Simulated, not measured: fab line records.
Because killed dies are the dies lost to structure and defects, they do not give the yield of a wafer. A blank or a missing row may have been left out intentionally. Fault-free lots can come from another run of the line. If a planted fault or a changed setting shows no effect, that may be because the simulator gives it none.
fab line records + flow rit_cmos + part 2 of 2: steps 35 to 49 of 49
record
- lots=5
- wafers=15
- last_day=7
route steps=202 shown GATE@78 FOX2@80 REOX@98 NLDD@103 PLDD@114 SPACER@125
lots untouched by any fault: they come from a run of this same line in which no faults occurred
start_h: the number of hours between the record's first day and the start of the first shown wafer of the lot + wait_h: time in hours since the lot's previous step + " unchanged from the row above + L1.1+2: one row covering several wafers at once + - no value present, or no start provided + * or withheld: withheld + < > ~ a bound
route shown NAME@n: a module of which the file shows steps, and the number in the route of the first + usual: the fault-free wafers' mean and standard deviation + same: alike in all rows + chamber/n: place in a boat + sites: each site's reading + _std_site: standard deviation of those values + _edge_site: outer sites' mean less inner sites' + radius_mm: how far each site lies from the wafer's centre + mask NAME#n: copy n + behind: tool/chamber where the wafer was last shaped + hold: why the lot was held/for how many hours/how that ended + device: whichever transistor did not switch (one of n, p or np) + end of line: tests run on the same wafers once the route is complete + where a step has no rows: the recipe by itself + killed: dies lost to structure and defects at the first sort, not the wafer's yield + map: a wafer's dies, x killed, . not, _ none there
set.NAME: the setting the step ran with; set.NAME@STEP: the setting that earlier step ran with + model.NAME: the simulator's own value behind a step, which no gauge read
a table for each step, a row for each wafer; lots at some steps of the route
services: the hour from which a tool's chamber was out of use, counted from the record's first day as start_h (under 0 if before that day), plus the number of hours and why
## steps
# step RIT_NLDD_STRIP_09
# recipe
- chemistry=O2
- time_s=180
- resist=NOVOLAK
- platen_temp_c=withheld
- power_w=500
- pressure_mtorr=4000
- o2_flow_sccm=4000
# usual
- drypump_motor_current_A=5.9/0.38
- rf_refl_power_W=6.6/1.3
| lot.wafer | tool            | chamber | start_h | wait_h | drypump_motor_current_A | rf_hours_counter_h | rf_refl_power_W |
|-----------|-----------------|---------|---------|--------|-------------------------|--------------------|-----------------|
| L080.1    | plasma_asher-02 | 1       | 77.32   | 0.1    | 6.1                     | 41                 | 6.8             |
| L080.2    | "               | 0       | "       | "      | 6.1                     | 41                 | 4.6             |
| L080.5    | "               | 1       | "       | "      | 6.2                     | -                  | 6.8             |
| L083.3    | plasma_asher-03 | 1       | 98.72   | 0.1    | 5.4                     | -                  | 7.5             |
| L083.4    | "               | 0       | "       | "      | 6.2                     | -                  | 6.9             |
| L083.6    | "               | 0       | "       | "      | 6.1                     | -                  | 7.2             |
| L085.1    | plasma_asher-03 | 0       | 107.90  | 0.1    | 6.1                     | 31                 | 7.5             |
| L085.4    | "               | 0       | "       | "      | 6.1                     | -                  | 7.2             |
| L085.5    | "               | 1       | "       | "      | 5.5                     | -                  | 7.2             |
| L089.1    | plasma_asher-03 | 0       | 127.78  | 0.1    | 6.1                     | 34                 | 7.0             |
| L089.4    | "               | 0       | "       | "      | 6.1                     | -                  | 7.1             |
| L089.5    | "               | 1       | "       | "      | 5.4                     | -                  | 7.4             |
| L093.1    | plasma_asher-03 | 1       | 153.27  | 0.1    | 5.4                     | 36                 | 7.2             |
| L093.3    | "               | 0       | "       | "      | 6.1                     | -                  | 7.2             |
| L093.4    | "               | 1       | "       | "      | 5.4                     | -                  | 7.0             |
# step RIT_NLDD_TW_MEAS_10
# usual
- NLDD_TW=2495/20
| lot.wafer | tool          | chamber | start_h | wait_h | NLDD_TW |
|-----------|---------------|---------|---------|--------|---------|
| L080.1    | film_metro-03 | -       | 77.49   | 0.1    | 2538    |
| L080.2    | "             | -       | "       | "      | 2542    |
| L080.5    | "             | -       | "       | "      | 2547    |
| L083.3    | film_metro-03 | -       | 98.85   | 0.1    | 2513    |
| L083.4    | "             | -       | "       | "      | 2523    |
| L083.6    | "             | -       | "       | "      | 2516    |
| L085.1    | film_metro-02 | -       | 108.08  | 0.1    | 2474    |
| L085.4    | "             | -       | "       | "      | 2498    |
| L085.5    | "             | -       | "       | "      | 2493    |
| L089.1    | film_metro-02 | -       | 127.96  | 0.1    | 2524    |
| L089.4    | "             | -       | "       | "      | 2496    |
| L089.5    | "             | -       | "       | "      | 2497    |
| L093.1    | film_metro-02 | -       | 153.45  | 0.1    | 2497    |
| L093.3    | "             | -       | "       | "      | 2484    |
| L093.4    | "             | -       | "       | "      | 2492    |
# step RIT_PLDD_HMDS_00
# recipe
- prime_time_s=60
- prime_temp_c=140
| lot.wafer  | tool           | chamber | start_h | wait_h |
|------------|----------------|---------|---------|--------|
| L080.1+2+5 | litho_track-03 | 0       | 77.55   | 0.1    |
| L083.3+4+6 | litho_track-03 | 0       | 98.94   | 0.1    |
| L085.1+4+5 | litho_track-03 | 0       | 108.14  | 0.1    |
| L089.1+4+5 | litho_track-04 | 0       | 128.02  | 0.1    |
| L093.1+3+4 | litho_track-01 | 0       | 153.55  | 0.1    |
# step RIT_PLDD_COAT_01
# recipe
- resist=NOVOLAK
- spin_rpm=3324
- resist_thk_nm=1000
| lot.wafer  | tool           | chamber | start_h | wait_h |
|------------|----------------|---------|---------|--------|
| L080.1+2+5 | litho_track-03 | 0       | 77.70   | 0.1    |
| L083.3+4+6 | litho_track-03 | 0       | 99.09   | 0.1    |
| L085.1+4+5 | litho_track-03 | 0       | 108.29  | 0.1    |
| L089.1+4+5 | litho_track-04 | 0       | 128.17  | 0.1    |
| L093.1+3+4 | litho_track-01 | 0       | 153.70  | 0.1    |
# step RIT_PLDD_SOFTBAKE_02
# recipe
- resist=NOVOLAK
- temp_c=90
- time_s=60
| lot.wafer  | tool           | chamber | start_h | wait_h |
|------------|----------------|---------|---------|--------|
| L080.1+2+5 | litho_track-03 | 0       | 77.85   | 0.1    |
| L083.3+4+6 | litho_track-03 | 0       | 99.24   | 0.1    |
| L085.1+4+5 | litho_track-03 | 0       | 108.44  | 0.1    |
| L089.1+4+5 | litho_track-04 | 0       | 128.32  | 0.1    |
| L093.1+3+4 | litho_track-01 | 0       | 153.85  | 0.1    |
# step RIT_PLDD_EXPOSE_03
# recipe
- mask_id=M8
- na=0.57
- target_cd_nm=40900
- dose_mj=250
| lot.wafer  | tool             | chamber | start_h | wait_h | mask |
|------------|------------------|---------|---------|--------|------|
| L080.1+2+5 | iline_stepper-02 | 0       | 78.25   | 0.4    | M8#0 |
| L083.3+4+6 | iline_stepper-01 | 0       | 99.38   | 0.1    | M8#0 |
| L085.1+4+5 | iline_stepper-02 | 0       | 108.71  | 0.2    | M8#0 |
| L089.1+4+5 | iline_stepper-01 | 0       | 128.47  | 0.1    | M8#0 |
| L093.1+3+4 | iline_stepper-01 | 0       | 154.00  | 0.1    | M8#0 |
# step RIT_PLDD_PEB_04
# recipe
- resist=NOVOLAK
- temp_c=withheld
- time_s=withheld
| lot.wafer  | tool           | chamber | start_h | wait_h |
|------------|----------------|---------|---------|--------|
| L080.1+2+5 | litho_track-01 | 0       | 78.41   | 0.1    |
| L083.3+4+6 | litho_track-01 | 0       | 99.51   | 0.1    |
| L085.1+4+5 | litho_track-01 | 0       | 108.83  | 0.1    |
| L089.1+4+5 | litho_track-04 | 0       | 128.59  | 0.1    |
| L093.1+3+4 | litho_track-04 | 0       | 154.12  | 0.1    |
# step RIT_PLDD_DEVELOP_05
# recipe
- resist=NOVOLAK
- develop_time_s=50
- dev_temp_c=23
| lot.wafer  | tool           | chamber | start_h | wait_h |
|------------|----------------|---------|---------|--------|
| L080.1+2+5 | litho_track-01 | 0       | -       | -      |
| L083.3+4+6 | litho_track-01 | 0       | -       | -      |
| L085.1+4+5 | litho_track-01 | 0       | -       | -      |
| L089.1+4+5 | litho_track-04 | 0       | -       | -      |
| L093.1+3+4 | litho_track-04 | 0       | -       | -      |
# step RIT_PLDD_OVL_MEAS_06
# usual
- PLDD_OVL=-0.2/1.4
| lot.wafer | tool       | chamber | start_h | wait_h | PLDD_OVL[nm] |
|-----------|------------|---------|---------|--------|--------------|
| L080.1    | overlay-02 | -       | 78.69   | -      | -1.5         |
| L080.2    | "          | -       | "       | "      | -1.8         |
| L080.5    | "          | -       | "       | "      | -2.2         |
| L083.3    | overlay-01 | -       | 99.75   | -      | 1.0          |
| L083.4    | "          | -       | "       | "      | -1.6         |
| L083.6    | "          | -       | "       | "      | 0.9          |
| L085.1    | overlay-01 | -       | 109.11  | -      | -0.5         |
| L085.4    | "          | -       | "       | "      | -0.7         |
| L085.5    | "          | -       | "       | "      | -1.8         |
| L089.1    | overlay-02 | -       | 128.87  | -      | 0.6          |
| L089.4    | "          | -       | "       | "      | 0.1          |
| L089.5    | "          | -       | "       | "      | -0.2         |
| L093.1    | overlay-02 | -       | 154.41  | -      | -0.6         |
| L093.3    | "          | -       | "       | "      | 0.1          |
| L093.4    | "          | -       | "       | "      | -1.0         |
# step RIT_PLDD_HARDBAKE_07
# recipe
- resist=NOVOLAK
- temp_c=140
- time_s=60
| lot.wafer  | tool           | chamber | start_h | wait_h |
|------------|----------------|---------|---------|--------|
| L080.1+2+5 | litho_track-03 | 0       | 78.73   | 0.0    |
| L083.3+4+6 | litho_track-03 | 0       | 99.83   | 0.1    |
| L085.1+4+5 | litho_track-01 | 0       | 109.15  | 0.0    |
| L089.1+4+5 | litho_track-04 | 0       | 128.90  | 0.0    |
| L093.1+3+4 | litho_track-03 | 0       | 154.44  | 0.0    |
# step RIT_PLDD_IMPLANT_08
# recipe
- species=BF2
- energy_kev=20
- dose_cm2=9e+14
- tilt_deg=7
# usual
- beam_on_s=10.01/0.2
| lot.wafer | tool         | chamber | start_h | wait_h | beam_on_s |
|-----------|--------------|---------|---------|--------|-----------|
| L080.1    | implanter-01 | 0       | 78.88   | 0.1    | 9.68      |
| L080.2    | "            | 0       | "       | "      | 9.79      |
| L080.5    | "            | 0       | "       | "      | 9.90      |
| L083.3    | implanter-03 | 0       | 99.98   | 0.1    | 10.18     |
| L083.4    | "            | 0       | "       | "      | 10.22     |
| L083.6    | "            | 0       | "       | "      | 9.86      |
| L085.1    | implanter-04 | 0       | 109.30  | 0.1    | 10.10     |
| L085.4    | "            | 0       | "       | "      | 9.76      |
| L085.5    | "            | 0       | "       | "      | 9.89      |
| L089.1    | implanter-04 | 0       | 129.05  | 0.1    | 10.62     |
| L089.4    | "            | 0       | "       | "      | 9.92      |
| L089.5    | "            | 0       | "       | "      | 9.73      |
| L093.1    | implanter-01 | 0       | 154.59  | 0.1    | 10.05     |
| L093.3    | "            | 0       | "       | "      | 9.89      |
| L093.4    | "            | 0       | "       | "      | 10.07     |
# step RIT_PLDD_STRIP_09
# recipe
- chemistry=O2
- time_s=180
- resist=NOVOLAK
- platen_temp_c=withheld
- power_w=500
- pressure_mtorr=4000
- o2_flow_sccm=4000
# usual
- drypump_motor_current_A=5.7/0.51
- rf_refl_power_W=7.5/0.82
| lot.wafer | tool            | chamber | start_h | wait_h | drypump_motor_current_A | rf_hours_counter_h | rf_refl_power_W |
|-----------|-----------------|---------|---------|--------|-------------------------|--------------------|-----------------|
| L080.1    | plasma_asher-03 | 1       | 79.03   | 0.1    | 5.4                     | 28                 | 7.6             |
| L080.2    | "               | 0       | "       | "      | 6.1                     | 28                 | 7.0             |
| L080.5    | "               | 1       | "       | "      | 5.4                     | -                  | 7.3             |
| L083.3    | plasma_asher-04 | 1       | 100.14  | 0.1    | 6.2                     | -                  | 7.1             |
| L083.4    | "               | 0       | "       | "      | 5.1                     | -                  | 7.9             |
| L083.6    | "               | 1       | "       | "      | 6.2                     | -                  | 7.4             |
| L085.1    | plasma_asher-03 | 1       | 109.45  | 0.1    | 5.4                     | 32                 | 7.1             |
| L085.4    | "               | 0       | "       | "      | 6.1                     | -                  | 7.0             |
| L085.5    | "               | 1       | "       | "      | 5.4                     | -                  | 7.4             |
| L089.1    | plasma_asher-04 | 1       | 129.20  | 0.1    | 6.1                     | 52                 | 7.2             |
| L089.4    | "               | 0       | "       | "      | 5.1                     | -                  | 8.2             |
| L089.5    | "               | 0       | "       | "      | 5.1                     | -                  | 8.4             |
| L093.1    | plasma_asher-01 | 1       | 154.74  | 0.1    | 6.4                     | 49                 | 5.8             |
| L093.3    | "               | 1       | "       | "      | 6.4                     | -                  | 6.1             |
| L093.4    | "               | 0       | "       | "      | 5.1                     | -                  | 9.4             |
# step RIT_PLDD_TW_MEAS_10
# usual
- PLDD_TW=2356/20
| lot.wafer | tool          | chamber | start_h | wait_h | PLDD_TW |
|-----------|---------------|---------|---------|--------|---------|
| L080.1    | film_metro-03 | -       | 79.20   | 0.1    | 2386    |
| L080.2    | "             | -       | "       | "      | 2390    |
| L080.5    | "             | -       | "       | "      | 2398    |
| L083.3    | film_metro-02 | -       | 100.27  | 0.1    | 2366    |
| L083.4    | "             | -       | "       | "      | 2360    |
| L083.6    | "             | -       | "       | "      | 2358    |
| L085.1    | film_metro-02 | -       | 109.62  | 0.1    | 2352    |
| L085.4    | "             | -       | "       | "      | 2348    |
| L085.5    | "             | -       | "       | "      | 2360    |
| L089.1    | film_metro-01 | -       | 129.38  | 0.1    | 2332    |
| L089.4    | "             | -       | "       | "      | 2345    |
| L089.5    | "             | -       | "       | "      | 2338    |
| L093.1    | film_metro-01 | -       | 154.92  | 0.1    | 2332    |
| L093.3    | "             | -       | "       | "      | 2341    |
| L093.4    | "             | -       | "       | "      | 2339    |
# step RIT_SPACER_CLEAN_00
# recipe
- chemistry=SC1
- mix=3:3:50
- time_s=600
- temp_c=75
| lot.wafer  | tool         | chamber | start_h | wait_h |
|------------|--------------|---------|---------|--------|
| L080.1+2+5 | wet_bench-02 | 2       | 79.26   | 0.1    |
| L083.3+4+6 | wet_bench-03 | 0       | 100.31  | 0.0    |
| L085.1+4+5 | wet_bench-04 | 2       | 109.68  | 0.1    |
| L089.1+4+5 | wet_bench-04 | 0       | 129.44  | 0.1    |
| L093.1+3+4 | wet_bench-03 | 3       | 154.98  | 0.1    |
# step RIT_SPACER_CLEAN_01
# recipe
- chemistry=dHF
- dilution=50:1
- time_s=29.54
| lot.wafer  | tool         | chamber | start_h | wait_h |
|------------|--------------|---------|---------|--------|
| L080.1+2+5 | wet_bench-02 | 1       | 79.44   | 0.0    |
| L083.3+4+6 | wet_bench-02 | 2       | 100.49  | 0.0    |
| L085.1+4+5 | wet_bench-02 | 2       | 109.86  | 0.0    |
| L089.1+4+5 | wet_bench-02 | 0       | 129.61  | 0.0    |
| L093.1+3+4 | wet_bench-02 | 1       | 155.15  | 0.0    |
## services
| tool             | chamber | start_h | hours | kind           |
|------------------|---------|---------|-------|----------------|
| iline_stepper-01 | 0       | 51.91   | -     | calibration    |
| plasma_asher-02  | -       | 68.80   | 1.6   | repair         |
| iline_stepper-01 | -       | 71.45   | 5.4   | repair         |
| rie_si-01        | 2       | 80.18   | -     | clean          |
| rie_si-01        | 2       | 80.18   | 22.9  | scheduled_down |
| rie_si-01        | 2       | 80.18   | 22.9  | vent_cycle     |
| rie_si-01        | -       | 87.12   | 2.8   | pm             |
| iline_stepper-02 | -       | 90.61   | 1.7   | pm             |
| furnace-04       | -       | 97.41   | 6.8   | pm             |
| plasma_asher-01  | -       | 100.24  | 14.6  | pm             |
| plasma_asher-03  | -       | 103.58  | 2.8   | pm             |
| plasma_asher-02  | -       | 108.75  | 9.0   | pm             |
| plasma_asher-02  | 0       | 108.75  | 9.0   | vent_cycle     |
| plasma_asher-02  | 1       | 108.75  | 9.0   | vent_cycle     |
| plasma_asher-02  | 0       | 117.75  | -     | clean          |
| plasma_asher-02  | 1       | 117.75  | -     | clean          |
| implanter-03     | -       | 122.56  | 1.8   | repair         |
| implanter-04     | -       | 125.08  | 2.3   | repair         |
| iline_stepper-02 | 0       | 137.05  | -     | calibration    |
| furnace-03       | -       | 138.93  | 3.1   | pm             |
| implanter-02     | -       | 143.38  | 1.5   | repair         |
| furnace-01       | -       | 143.87  | 16.0  | pm             |
| rie_si-02        | 1       | 145.58  | 6.2   | repair         |
